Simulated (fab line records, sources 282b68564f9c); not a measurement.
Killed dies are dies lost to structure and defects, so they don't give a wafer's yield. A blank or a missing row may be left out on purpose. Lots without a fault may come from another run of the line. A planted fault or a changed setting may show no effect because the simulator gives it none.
fab line records | flow rit_cmos
record lots=5 wafers=15 last_day=7
route steps=202 shown SDANNEAL@156 PSD@157 NSD@158 PLDD@159 NLDD@160 SILICIDE@161 CONTACT@168 M1@184
lots that met no fault: from a run of the same line without faults
start_h: hours from the record's first day to the start of the lot's first wafer shown | wait_h: hours since the lot's step before | " the same as in the row above | L1.1+2: a row that stands for several wafers | - no value, or no start given | * or withheld: withheld | < > ~ a bound
route shown NAME@n: a module of which the file shows steps, and the number in the route of the first | usual: mean/standard deviation of fault-free wafers | same: alike in all rows | chamber/n: place in a boat | sites: the reading at each site | _std_site: their standard deviation | _edge_site: outer sites' mean less inner sites' | radius_mm: how far each site lies from the wafer's centre | mask NAME#n: copy n | behind: the tool/chamber that last shaped the wafer | hold: why the lot was held/for how many hours/how that ended | device: the transistor (n, p or np) that didn't switch | end of line: the same wafers' tests at the end of the route | a step without rows: its recipe alone | killed: dies lost to structure and defects at the first sort, not the wafer's yield | map: a wafer's dies, x killed, . not, _ none there
set.NAME: the setting as run; set.NAME@STEP: as run at that earlier step | model.NAME: the simulator's own value behind a step, which no gauge read
lots at some steps of the route; a table a step, a row a wafer
services: from which hour (start_h, from the record's first day; less than 0 if before it) a tool's chamber was out of use, for how many hours, and why
## steps
# step RIT_SDANNEAL_RTA_03
# recipe temp_c=1050 time_s=5 idle_temp_c=600 ramp_up_c_per_s=342 ramp_down_c_per_s=171 cool_to_c=600 ambient=N2
# step RIT_SDANNEAL_RS_MEAS_04
# recipe thk_meas_gauge=four-point-probe
# usual PSD_RS=115.97/0.24
# columns lot.wafer tool chamber start_h wait_h PSD_RS[ohm/sq]
L157.1 film_metro-01 - 81.65 0.0 115.84
L157.2 " - " " 115.80
L157.4 " - " " 115.86
L159.2 film_metro-04 - 91.01 0.1 116.32
L159.3 " - " " 116.38
L159.4 " - " " 116.34
L163.3 film_metro-04 - 108.36 0.1 116.10
L163.5 " - " " 116.18
L163.6 " - " " 116.04
L168.4 film_metro-02 - 137.94 0.1 116.07
L168.5 " - " " 116.30
L168.6 " - " " 116.02
L172.3 film_metro-04 - 160.89 0.1 115.50
L172.4 " - " " 115.82
L172.6 " - " " 116.44
# step RIT_SDANNEAL_RS_MEAS_05
# recipe thk_meas_gauge=four-point-probe
# usual NSD_RS=84.47/0.25
# columns lot.wafer tool chamber start_h wait_h NSD_RS[ohm/sq]
L157.1 film_metro-01 - 81.77 0.1 84.38
L157.2 " - " " 84.23
L157.4 " - " " 84.52
L159.2 film_metro-04 - 91.13 0.1 84.26
L159.3 " - " " 84.75
L159.4 " - " " 84.40
L163.3 film_metro-04 - 108.48 0.1 84.42
L163.5 " - " " 84.40
L163.6 " - " " 84.19
L168.4 film_metro-02 - 138.06 0.1 84.39
L168.5 " - " " 84.39
L168.6 " - " " 84.47
L172.3 film_metro-04 - 161.01 0.1 84.62
L172.4 " - " " 84.74
L172.6 " - " " 84.78
# step RIT_SDANNEAL_RS_MEAS_06
# recipe thk_meas_gauge=four-point-probe
# usual PLDD_RS=178.6/0.56
# columns lot.wafer tool chamber start_h wait_h PLDD_RS[ohm/sq]
L157.1 film_metro-01 - 81.89 0.1 177.8
L157.2 " - " " 178.4
L157.4 " - " " 177.5
L159.2 film_metro-04 - 91.25 0.1 180.2
L159.3 " - " " 179.5
L159.4 " - " " 179.4
L163.3 film_metro-04 - 108.60 0.1 178.7
L163.5 " - " " 178.6
L163.6 " - " " 179.2
L168.4 film_metro-02 - 138.18 0.1 177.5
L168.5 " - " " 177.5
L168.6 " - " " 178.1
L172.3 film_metro-04 - 161.13 0.1 177.5
L172.4 " - " " 178.0
L172.6 " - " " 178.1
# step RIT_SDANNEAL_RS_MEAS_07
# recipe thk_meas_gauge=four-point-probe
# usual NLDD_RS=149.0/0.48
# columns lot.wafer tool chamber start_h wait_h NLDD_RS[ohm/sq]
L157.1 film_metro-01 - 82.01 0.1 149.1
L157.2 " - " " 149.0
L157.4 " - " " 149.0
L159.2 film_metro-04 - 91.37 0.1 149.3
L159.3 " - " " 149.4
L159.4 " - " " 149.6
L163.3 film_metro-04 - 108.72 0.1 149.0
L163.5 " - " " 148.2
L163.6 " - " " 148.8
L168.4 film_metro-02 - 138.30 0.1 149.2
L168.5 " - " " 148.8
L168.6 " - " " 148.4
L172.3 film_metro-04 - 161.25 0.1 149.2
L172.4 " - " " 149.3
L172.6 " - " " 149.2
# step RIT_SILICIDE_WET_ETCH_00
# recipe chemistry=BOE target=SiO2 target_depth_nm=14 time_s=15 dry=n2_spin dilution=10:1 temp_c=21.5
# step RIT_SILICIDE_SPUTTER_01
# recipe material=Ti target_thk_nm=30 power_w=350 chamber_pressure_pa=0.667 gas=Ar time_s=240 substrate_temp_c=25
# usual throttle_valve_pct=30.0/1
# columns lot.wafer tool chamber start_h wait_h throttle_valve_pct
L157.1 pvd_sputter-03 - 82.14 0.0 30.7
L157.2 " - " " 29.5
L157.4 " - " " 29.4
L159.2 pvd_sputter-03 - 91.49 0.0 30.3
L159.3 " - " " 29.2
L159.4 " - " " 29.7
L163.3 pvd_sputter-01 - 108.82 0.0 31.4
L163.5 " - " " 28.6
L163.6 " - " " 29.3
L168.4 pvd_sputter-01 - 138.37 0.0 31.3
L168.5 " - " " 28.7
L168.6 " - " " 29.4
L172.3 pvd_sputter-03 - 161.34 0.0 29.7
L172.4 " - " " 30.5
L172.6 " - " " 30.5
# step RIT_SILICIDE_RS_MEAS_02
# recipe thk_meas_gauge=four-point-probe reads=Ti_of_SILICIDE_SPUTTER_01
# usual SILICIDE_TI_RS=48.0/0.81
# columns lot.wafer tool chamber start_h wait_h SILICIDE_TI_RS[ohm/sq]
L157.1 film_metro-04 - 82.29 0.1 48.7
L157.2 " - " " 48.5
L157.4 " - " " 48.7
L159.2 film_metro-04 - 91.66 0.1 47.3
L159.3 " - " " 47.9
L159.4 " - " " 47.5
L163.3 film_metro-02 - 109.01 0.1 47.9
L163.5 " - " " 48.0
L163.6 " - " " 48.1
L168.4 film_metro-02 - 138.58 0.1 47.7
L168.5 " - " " 49.1
L168.6 " - " " 47.9
L172.3 film_metro-04 - 161.53 0.1 48.7
L172.4 " - " " 48.1
L172.6 " - " " 48.6
# step RIT_SILICIDE_THK_MEAS_03
# recipe thk_meas_gauge=xrf reads=Ti_of_SILICIDE_SPUTTER_01
# usual SILICIDE_TI_THK=29.6/0.45
# columns lot.wafer tool chamber start_h wait_h SILICIDE_TI_THK[nm]
L157.1 film_metro-04 - 82.41 0.1 29.2
L157.2 " - " " 29.3
L157.4 " - " " 29.1
L159.2 film_metro-04 - 91.77 0.1 29.8
L159.3 " - " " 29.5
L159.4 " - " " 29.8
L163.3 film_metro-02 - 109.11 0.1 29.5
L163.5 " - " " 29.5
L163.6 " - " " 29.3
L168.4 film_metro-02 - 138.67 0.1 30.0
L168.5 " - " " 29.5
L168.6 " - " " 29.7
L172.3 film_metro-04 - 161.63 0.1 29.2
L172.4 " - " " 29.3
L172.6 " - " " 29.2
# step RIT_SILICIDE_RTA_04
# recipe temp_c=650 time_s=10 idle_temp_c=25 ramp_up_s=5 ramp_down_s=5 cool_to_c=25 ambient=N2
# step RIT_SILICIDE_WET_ETCH_05
# recipe chemistry=SPM target=Ti temp_c=90 time_s=120 dry=n2_spin
# step RIT_SILICIDE_RTA_06
# recipe temp_c=750 time_s=10 idle_temp_c=25 ramp_up_s=5 ramp_down_s=10 cool_to_c=25 ambient=N2
# usual wafer_temp_C_max=753.8/0.81
# columns lot.wafer tool chamber start_h wait_h wafer_temp_C_max
L157.1 rtp_anneal-02 0 82.58 0.0 754.2
L157.2 " 0 " " 754.8
L157.4 " 0 " " 753.7
L159.2 rtp_anneal-02 0 91.94 0.0 753.0
L159.3 " 0 " " 754.7
L159.4 " 0 " " 754.5
L163.3 rtp_anneal-02 0 109.28 0.0 755.8
L163.5 " 0 " " 756.2
L163.6 " 0 " " 753.1
L168.4 rtp_anneal-01 0 138.84 0.0 754.2
L168.5 " 0 " " 752.6
L168.6 " 0 " " 753.5
L172.3 rtp_anneal-01 0 161.84 0.0 754.0
L172.4 " 0 " " 753.6
L172.6 " 0 " " 754.1
# step RIT_CONTACT_CVD_00
# recipe material=SiO2 target_thk_nm=400 precursor=TEOS temp_c=390 time_s=62.35 rf_w=400
# usual heater_power_w=318/53
# columns lot.wafer tool chamber start_h wait_h heater_power_w
L157.1 pecvd-01 0 82.65 0.1 394
L157.2 " 1 " " 248
L157.4 " 1 " " 258
L159.2 pecvd-04 0 92.00 0.0 269
L159.3 " 2 " " 290
L159.4 " 0 " " 288
L163.3 pecvd-01 1 109.33 0.0 265
L163.5 " 0 " " 382
L163.6 " 1 " " 267
L168.4 pecvd-04 1 138.90 0.0 320
L168.5 " 2 " " 331
L168.6 " 0 " " 287
L172.3 pecvd-01 1 161.89 0.0 272
L172.4 " 0 " " 298
L172.6 " 1 " " 284
# step RIT_CONTACT_THK_MEAS_01
# recipe reads=SiO2_of_CONTACT_CVD_00
# usual CONTACT_TEOS_THK=409/4.5
# columns lot.wafer tool chamber start_h wait_h CONTACT_TEOS_THK[nm]
L157.1 film_metro-01 - 82.70 0.0 406
L157.2 " - " " 403
L157.4 " - " " 415
L159.2 film_metro-02 - 92.06 0.0 405
L159.3 " - " " 403
L159.4 " - " " 410
L163.3 film_metro-02 - 109.40 0.0 407
L163.5 " - " " 414
L163.6 " - " " 411
L168.4 film_metro-01 - 138.96 0.0 413
L168.5 " - " " 411
L168.6 " - " " 412
L172.3 film_metro-03 - 161.96 0.0 410
L172.4 " - " " 412
L172.6 " - " " 412
# step RIT_CONTACT_HMDS_02
# recipe prime_time_s=60 prime_temp_c=140
# step RIT_CONTACT_COAT_03
# recipe resist=NOVOLAK spin_rpm=3250 resist_thk_nm=991.3
# step RIT_CONTACT_SOFTBAKE_04
# recipe resist=NOVOLAK temp_c=90 time_s=60
# step RIT_CONTACT_EXPOSE_05
# recipe mask_id=M11 na=0.6 source_shape=conventional sigma_outer=0.5 target_cd_nm=1000 dose_mj=250
# step RIT_CONTACT_PEB_06
# recipe resist=NOVOLAK temp_c=withheld time_s=withheld
# step RIT_CONTACT_DEVELOP_07
# recipe resist=NOVOLAK develop_time_s=120 dev_temp_c=23
# step RIT_CONTACT_CD_MEAS_08
# recipe target_cd_nm=1000
# usual cd_nm=999.8/2.2
# columns lot.wafer tool chamber start_h wait_h cd_nm
L157.1 cd_sem-01 - 83.72 - 998.2
L157.2 " - " " 1000.3
L157.4 " - " " 1001.7
L159.2 cd_sem-01 - 93.26 - 1004.4
L159.3 " - " " 1004.6
L159.4 " - " " 1002.3
L163.3 cd_sem-01 - 110.61 - 997.1
L163.5 " - " " 998.4
L163.6 " - " " 1002.0
L168.4 cd_sem-02 - 140.01 - 997.6
L168.5 " - " " 997.4
L168.6 " - " " 999.3
L172.3 cd_sem-02 - 163.00 - 1002.6
L172.4 " - " " 1001.2
L172.6 " - " " 1001.6
# step RIT_CONTACT_OVL_MEAS_09
# usual CONTACT_OVL=-0.2/1.3
# columns lot.wafer tool chamber start_h wait_h CONTACT_OVL[nm]
L157.1 overlay-02 - 83.84 0.1 0.1
L157.2 " - " " -2.1
L157.4 " - " " -2.0
L159.2 overlay-01 - 93.36 0.1 2.3
L159.3 " - " " 0.2
L159.4 " - " " 0.7
L163.3 overlay-01 - 110.71 0.1 -0.3
L163.5 " - " " -0.6
L163.6 " - " " 0.8
L168.4 overlay-01 - 140.09 0.1 -1.2
L168.5 " - " " 1.5
L168.6 " - " " 1.1
L172.3 overlay-01 - 163.09 0.1 0.3
L172.4 " - " " 1.5
L172.6 " - " " -0.6
# step RIT_CONTACT_HARDBAKE_10
# recipe resist=NOVOLAK temp_c=140 time_s=60
# step RIT_CONTACT_ETCH_11
# recipe target_depth_a=4800 over_etch_frac=0.2 stop_on=TiSi2 chemistry=CHF3/CF4/Ar target=SiO2 CHF3_flow_sccm=50 cf4_flow_sccm=10 Ar_flow_sccm=100 O2_flow_sccm=5 pressure_mtorr=100 rf_w=200 time_s=320
# step RIT_CONTACT_STRIP_12
# recipe chemistry=O2 time_s=180 resist=NOVOLAK platen_temp_c=withheld power_w=500 pressure_mtorr=4000 o2_flow_sccm=4000
# usual drypump_motor_current_A=5.5/0.4
# columns lot.wafer tool chamber start_h wait_h drypump_motor_current_A rf_hours_counter_h
L157.1 plasma_asher-03 1 84.22 0.1 5.8 44
L157.2 " 0 " " 5.0 44
L157.4 " 0 " " 5.0 -
L159.2 plasma_asher-04 0 93.74 0.1 5.7 30
L159.3 " 0 " " 5.7 -
L159.4 " 1 " " 5.4 -
L163.3 plasma_asher-03 1 111.16 0.2 5.8 -
L163.5 " 0 " " 5.0 -
L163.6 " 1 " " 5.8 -
L168.4 plasma_asher-01 0 140.51 0.2 5.3 -
L168.5 " 1 " " 6.1 -
L168.6 " 0 " " 5.3 -
L172.3 plasma_asher-03 1 163.52 0.2 5.8 -
L172.4 " 0 " " 5.0 -
L172.6 " 0 " " 5.0 -
# step RIT_CONTACT_CD_MEAS_90
# recipe target_cd_nm=1000
# usual cd_nm=999.8/2.2
# columns lot.wafer tool chamber start_h wait_h cd_nm
L157.1 cd_sem-02 - 84.40 0.1 998.4
L157.2 " - " " 1000.0
L157.4 " - " " 1001.7
L159.2 cd_sem-01 - 93.93 0.1 1003.6
L159.3 " - " " 1004.4
L159.4 " - " " 1002.1
L163.3 cd_sem-02 - 111.32 0.1 996.7
L163.5 " - " " 999.2
L163.6 " - " " 1002.2
L168.4 cd_sem-01 - 140.69 0.1 996.8
L168.5 " - " " 997.5
L168.6 " - " " 999.2
L172.3 cd_sem-01 - 163.68 0.1 1002.2
L172.4 " - " " 1001.0
L172.6 " - " " 1001.8
# step RIT_CONTACT_CLEAN_13
# recipe chemistry=SC1 mix=3:3:50 time_s=600 temp_c=75
# step RIT_CONTACT_CLEAN_14
# recipe chemistry=SC2 mix=3:3:50 time_s=600 temp_c=75 dry=n2_spin
# step RIT_M1_SPUTTER_00
# recipe material=Al target_thk_nm=400 power_w=2000 chamber_pressure_pa=0.4 gas=Ar time_s=500 substrate_temp_c=25
# usual throttle_valve_pct=30.3/0.98
# columns lot.wafer tool chamber start_h wait_h throttle_valve_pct
L157.1 pvd_sputter-01 - 84.88 0.0 32.3
L157.2 " - " " 29.8
L157.4 " - " " 31.6
L159.2 pvd_sputter-01 - 94.40 0.0 29.3
L159.3 " - " " 31.7
L159.4 " - " " 32.0
L163.3 pvd_sputter-02 - 111.76 0.0 31.0
L163.5 " - " " 30.0
L163.6 " - " " 29.3
L168.4 pvd_sputter-02 - 141.10 0.0 29.4
L168.5 " - " " 31.4
L168.6 " - " " 29.5
L172.3 pvd_sputter-02 - 164.12 0.0 31.1
L172.4 " - " " 31.3
L172.6 " - " " 29.8
# step RIT_M1_RS_MEAS_01
# recipe thk_meas_gauge=four-point-probe reads=Al_of_M1_SPUTTER_00
# usual M1_AL_RS=0.0733/0.00074
# columns lot.wafer tool chamber start_h wait_h M1_AL_RS[ohm/sq]
L157.1 film_metro-01 - 85.18 0.1 0.0725
L157.2 " - " " 0.0735
L157.4 " - " " 0.0724
L159.2 film_metro-01 - 94.71 0.2 0.0734
L159.3 " - " " 0.0725
L159.4 " - " " 0.0731
L163.3 film_metro-01 - 112.10 0.2 0.0723
L163.5 " - " " 0.0731
L163.6 " - " " 0.0732
L168.4 film_metro-01 - 141.45 0.2 0.0731
L168.5 " - " " 0.0732
L168.6 " - " " 0.0740
L172.3 film_metro-01 - 164.46 0.2 0.0731
L172.4 " - " " 0.0745
L172.6 " - " " 0.0737
# step RIT_M1_THK_MEAS_02
# recipe thk_meas_gauge=xrf reads=Al_of_M1_SPUTTER_00
# usual M1_AL_THK=398/4.8
# columns lot.wafer tool chamber start_h wait_h M1_AL_THK[nm]
L157.1 film_metro-01 - 85.30 0.1 402
L157.2 " - " " 397
L157.4 " - " " 401
L159.2 film_metro-01 - 94.82 0.1 399
L159.3 " - " " 403
L159.4 " - " " 401
L163.3 film_metro-01 - 112.20 0.1 406
L163.5 " - " " 400
L163.6 " - " " 398
L168.4 film_metro-01 - 141.54 0.1 395
L168.5 " - " " 396
L168.6 " - " " 390
L172.3 film_metro-01 - 164.56 0.1 394
L172.4 " - " " 389
L172.6 " - " " 392
# step RIT_M1_HMDS_03
# recipe prime_time_s=60 prime_temp_c=140
# step RIT_M1_COAT_04
# recipe resist=NOVOLAK spin_rpm=2000 resist_thk_nm=1300
# step RIT_M1_SOFTBAKE_05
# recipe resist=NOVOLAK temp_c=90 time_s=60
# step RIT_M1_EXPOSE_06
# recipe mask_id=M12 na=0.6 source_shape=conventional sigma_outer=0.5 target_cd_nm=2600 dose_mj=255.8
# step RIT_M1_PEB_07
# recipe resist=NOVOLAK temp_c=withheld time_s=withheld
# step RIT_M1_DEVELOP_08
# recipe resist=NOVOLAK develop_time_s=68 dev_temp_c=23
# step RIT_M1_CD_MEAS_09
# recipe target_cd_nm=2600
# usual cd_nm=2600.2/2.4
# columns lot.wafer tool chamber start_h wait_h cd_nm
L157.1 cd_sem-02 - 86.49 - 2600.7
L157.2 " - " " 2598.0
L157.4 " - " " 2599.0
L159.2 cd_sem-01 - 95.88 - 2600.5
L159.3 " - " " 2599.4
L159.4 " - " " 2599.7
L163.3 cd_sem-02 - 113.16 - 2603.2
L163.5 " - " " 2605.1
L163.6 " - " " 2603.6
L168.4 cd_sem-02 - 142.83 - 2602.6
L168.5 " - " " 2602.0
L168.6 " - " " 2602.2
L172.3 cd_sem-02 - 165.64 - 2597.8
L172.4 " - " " 2598.1
L172.6 " - " " 2597.7
# step RIT_M1_OVL_MEAS_10
# usual M1_OVL=-1.3/1.7
# columns lot.wafer tool chamber start_h wait_h M1_OVL[nm]
L157.1 overlay-01 - 86.61 0.1 -0.7
L157.2 " - " " 0.3
L157.4 " - " " -0.3
L159.2 overlay-02 - 95.98 0.1 -2.0
L159.3 " - " " -1.4
L159.4 " - " " -1.4
L163.3 overlay-01 - 113.25 0.1 -1.9
L163.5 " - " " -2.6
L163.6 " - " " -1.3
L168.4 overlay-01 - 142.91 0.1 1.4
L168.5 " - " " -0.2
L168.6 " - " " -0.8
L172.3 overlay-01 - 165.74 0.1 0.8
L172.4 " - " " 1.9
L172.6 " - " " 0.9
# step RIT_M1_HARDBAKE_11
# recipe resist=NOVOLAK temp_c=140 time_s=120
# step RIT_M1_METAL_ETCH_12
# recipe stop_on=SiO2 chemistry=Cl2/BCl3 target=Al time_s=165 over_etch_frac=0.5 pressure_mtorr=100 target_depth_a=6000 rf_w=250 Cl2_flow_sccm=60 bcl3_flow_sccm=50
# usual drypump_motor_current_A=5.6/0.47 oes_product_au=0.775/0.016 throttle_valve_pct=8.21/0.066
# columns lot.wafer tool chamber start_h wait_h drypump_motor_current_A oes_product_au rf_hours_counter_h throttle_valve_pct
L157.1 rie_metal-04 1 87.02 0.2 6.2 0.804 4 8.17
L157.2 " 0 " " 4.8 0.761 4 8.32
L157.4 " 1 " " 6.2 0.795 - 8.18
L159.2 rie_metal-01 1 96.26 0.2 5.8 0.800 3 8.25
L159.3 " 1 " " 5.8 0.797 - 8.24
L159.4 " 0 " " 5.5 0.782 - 8.11
L163.3 rie_metal-04 0 113.60 0.2 4.8 0.765 - 8.30
L163.5 " 0 " " 4.8 0.771 - 8.30
L163.6 " 1 " " 6.2 0.780 - 8.19
L168.4 rie_metal-01 1 143.23 0.1 5.8 0.802 - 8.26
L168.5 " 0 " " 5.4 0.778 - 8.10
L168.6 " 1 " " 5.8 0.797 - 8.25
L172.3 rie_metal-04 1 166.06 0.2 6.2 0.785 - 8.19
L172.4 " 0 " " 4.8 0.754 - 8.30
L172.6 " 1 " " 6.2 0.793 - 8.18
# step RIT_M1_STRIP_13
# recipe chemistry=nmp resist=NOVOLAK temp_c=80 time_s=600 dry=n2_spin
# step RIT_M1_PROBE_99
# usual killed_at_contacts=0.1/0.34 killed_at_front_end=7/3 killed_dies=7/3.1 killed_on_rim=1.7/1.3 killed_open=3.4/1.9 killed_short=3.4/2.1
# same gross_dies=264 killed_at_M0_to_M3=0 killed_at_M4_up=0 killed_at_back_side=0 killed_at_other=0
# columns lot.wafer tool chamber start_h wait_h killed_at_contacts killed_at_front_end killed_dies killed_on_rim killed_open killed_short
L157.1 prober-02 - 89.27 0.1 0 9 9 1 2 7
L157.2 prober-02 - 89.32 0.1 0 6 6 0 4 2
L157.4 prober-02 - 89.42 0.2 0 9 9 5 3 6
L159.2 prober-02 - 98.65 0.1 0 16 16 6 4 12
L159.3 prober-02 - 98.70 0.2 0 6 6 1 3 3
L159.4 prober-02 - 98.75 0.2 1 10 11 4 6 5
L163.3 prober-02 - 116.89 0.2 0 10 10 1 4 6
L163.5 prober-02 - 116.99 0.2 0 8 8 3 4 4
L163.6 prober-02 - 117.04 0.2 0 6 6 1 4 2
L168.4 prober-01 - 146.36 0.2 0 5 5 3 4 0
L168.5 prober-01 - 146.41 0.2 0 6 6 3 2 3
L168.6 prober-01 - 146.46 0.2 40 7 47 5 2 5
L172.3 prober-02 - 168.39 0.2 0 9 9 1 4 5
L172.4 prober-02 - 168.44 0.2 1 5 6 1 1 5
L172.6 prober-02 - 168.54 0.2 0 4 4 3 1 3
# killed by level:class
L157.1 GATE:geometric_particle:short=3 FOX1:geometric_particle:short=2 FOX1:geometric_particle:open=1 GATE:geometric_particle:open=1 REOX:geometric_particle:short=1 SILICIDE:geometric_particle:short=1
L157.2 SPACER:geometric_particle:open=2 REOX:geometric_particle:short=1 REOX:geometric_particle:open=1 SPACER:geometric_particle:short=1 SILICIDE:geometric_particle:open=1
L157.4 FOX1:geometric_particle:short=3 FOX1:geometric_particle:open=2 FOX2:geometric_particle:short=1 GATE:geometric_particle:short=1 SPACER:geometric_particle:short=1 SILICIDE:geometric_particle:open=1
L159.2 GATE:geometric_particle:short=5 FOX1:geometric_particle:short=2 REOX:geometric_particle:short=2 GATE:geometric_particle:open=2 SPACER:geometric_particle:short=2 FOX1:geometric_particle:open=1 FOX2:geometric_particle:open=1 FOX2:geometric_particle:short=1
L159.3 GATE:geometric_particle:open=2 SPACER:geometric_particle:short=2 GATE:geometric_particle:short=1 SILICIDE:geometric_particle:open=1
L159.4 GATE:geometric_particle:short=4 SPACER:geometric_particle:open=4 GATE:geometric_particle:open=1 REOX:geometric_particle:open=1 CONTACT:geometric_particle:short=1
L163.3 FOX1:geometric_particle:open=2 GATE:geometric_particle:short=2 SPACER:geometric_particle:short=2 FOX1:geometric_particle:short=1 GATE:geometric_particle:open=1 REOX:geometric_particle:open=1 SILICIDE:geometric_particle:short=1
L163.5 GATE:geometric_particle:open=2 GATE:geometric_particle:short=2 FOX1:geometric_particle:open=1 FOX1:geometric_particle:short=1 REOX:geometric_particle:short=1 SPACER:geometric_particle:open=1
L163.6 GATE:geometric_particle:open=2 FOX1:geometric_particle:open=1 FOX1:geometric_particle:short=1 REOX:geometric_particle:open=1 SILICIDE:geometric_particle:short=1
L168.4 SILICIDE:geometric_particle:open=2 REOX:geometric_particle:open=1 SPACER:geometric_particle:open=1 GATE:coat_microbubble_printed=1
L168.5 SILICIDE:geometric_particle:short=2 GATE:geometric_particle:open=1 REOX:geometric_particle:short=1 SILICIDE:geometric_particle:open=1 GATE:coat_microbubble_printed=1
L168.6 CONTACT:unspecified=40 REOX:geometric_particle:short=3 GATE:geometric_particle:short=2 GATE:geometric_particle:open=1 SILICIDE:geometric_particle:open=1
L172.3 GATE:geometric_particle:short=3 SPACER:geometric_particle:open=2 FOX1:geometric_particle:open=1 FOX2:geometric_particle:short=1 GATE:geometric_particle:open=1 REOX:geometric_particle:short=1
L172.4 SPACER:geometric_particle:short=2 FOX2:geometric_particle:short=1 SPACER:geometric_particle:open=1 SILICIDE:geometric_particle:short=1 CONTACT:geometric_particle:short=1
L172.6 GATE:geometric_particle:short=2 FOX1:geometric_particle:short=1 GATE:geometric_particle:open=1
# map L168.6 (x killed, . not)
________......._______
_____..........x..____
____..........xxxx.___
___x........xxxxxx..__
__x.........xxxxxxxx._
__..x.......xxxxxxxx._
_...........xxxxxxx...
_............xxxxxx...
_..............x......
_.....................
__..................._
__......x............_
___....x............__
____...x...........___
_____.............____
________......._______
# map L159.2 (x killed, . not)
________......._______
_____............x____
____...x...........___
___.................__
__.x................._
__..................._
_.....................
_.............x.....x.
_..x..................
_.........x.x.......x.
__..................._
__....x.............._
___.................__
____.x....x.x......___
_____....x........____
________...xx.._______
## services
# columns tool chamber start_h hours kind
pvd_sputter-03 - 59.59 2.9 repair
pvd_sputter-03 - 63.19 5.3 repair
rtp_anneal-01 - 69.45 3.5 pm
pvd_sputter-02 - 104.56 4.8 repair
plasma_asher-01 - 108.75 9.0 pm
plasma_asher-01 0 108.75 9.0 vent_cycle
plasma_asher-01 1 108.75 9.0 vent_cycle
plasma_asher-01 0 117.75 - clean
plasma_asher-01 1 117.75 - clean
pvd_sputter-03 - 128.82 16.5 repair
plasma_asher-04 - 130.92 14.6 repair
pvd_sputter-02 - 133.29 6.5 repair
pecvd-04 - 135.69 0.4 repair
rie_metal-04 1 142.87 8.8 repair
## key
first_sign step=RIT_M1_PROBE_99 reading=killed_at_contacts direction=up sigmas=40 usual=0.1 struck=40
effect step=RIT_M1_PROBE_99 reading=killed_dies direction=up sigmas=13 usual=7 struck=47
met_at RIT_CONTACT_CVD_00
struck_wafers L168.6
tester_left_out L168
onset_between 92.00 138.90
fault kind=chamber_particle_source tool=pecvd-04 chamber=0 onset_h=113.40 steps=RIT_CONTACT_CVD_00 rate_per_visit_cm2=2.1102 end_h=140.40
# tester_left_out: of these lots the tester's yield and bins aren't shown, on N5 and GAA mostly nor the transistor test; their killed dies are dies lost to structure and defects alone, not to doping, threshold or leakage, so they don't give the yield
